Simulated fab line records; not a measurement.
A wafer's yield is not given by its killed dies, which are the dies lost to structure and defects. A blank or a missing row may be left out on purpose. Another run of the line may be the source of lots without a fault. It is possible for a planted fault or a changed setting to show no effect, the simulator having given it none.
Which tool did it? | flow berkeley_cmos170 | 18 wafers from 6 lots sampled at 2 of the route's 331 steps

## WHAT THE GAUGES SHOWED, per wafer
UCB170_GATE_THK_MEAS_05.
lot  | measured     | on            | GATE_POLY_THK (nm)
L361 | day 6 06:22  | film_metro-02 | 213.0 212.2 211.9
L365 | day 6 18:22  | film_metro-02 | 214.1 214.1 214.5
L367 | day 7 18:23  | film_metro-02 | 212.4 214.2 214.5
L375 | day 9 02:02  | film_metro-02 | 215.3 214.2 217.5
L377 | day 9 21:42  | film_metro-03 | 219.6 218.3 219.8
L378 | day 10 06:39 | film_metro-03 | 214.1 215.9 216.2

## WHICH TOOL RAN EACH LOT (tool, then ch and the chambers of the sampled wafers, then the start)
lot  | UCB170_GATE_CVD_04
L361 | lpcvd-02 ch 0, day 6 04:56
L365 | lpcvd-01 ch 0, day 6 16:58
L367 | lpcvd-01 ch 0, day 7 16:59
L375 | lpcvd-01 ch 0, day 9 00:37
L377 | lpcvd-01 ch 0, day 9 20:17
L378 | lpcvd-01 ch 0, day 10 05:14
- UCB170_GATE_CVD_04: deposits poly-Si from SiH4, time 1440 s, target thk 214 nm.

## THE ANSWER, worked out from the rows above alone
Rule: the usual values come from the lots themselves. Put in order of their means at a reading, lots are off if they are a third of the lots or fewer, leave a main group of 4 or more, and stand apart from it by a gap of 3 or more times the standard deviation of the main group's means; of several such gaps the widest counts. If all means in a main group match to the digits the tables above print for the reading, that group is not used. Also off: a lot with no number at a reading for which 4 or more lots have one. Where the step has rows for the other lots, those lots are counted as sound.
Nothing can be told from this: no lot is off at any reading shown.

## WHAT WAS PUT IN BY THE SIMULATOR
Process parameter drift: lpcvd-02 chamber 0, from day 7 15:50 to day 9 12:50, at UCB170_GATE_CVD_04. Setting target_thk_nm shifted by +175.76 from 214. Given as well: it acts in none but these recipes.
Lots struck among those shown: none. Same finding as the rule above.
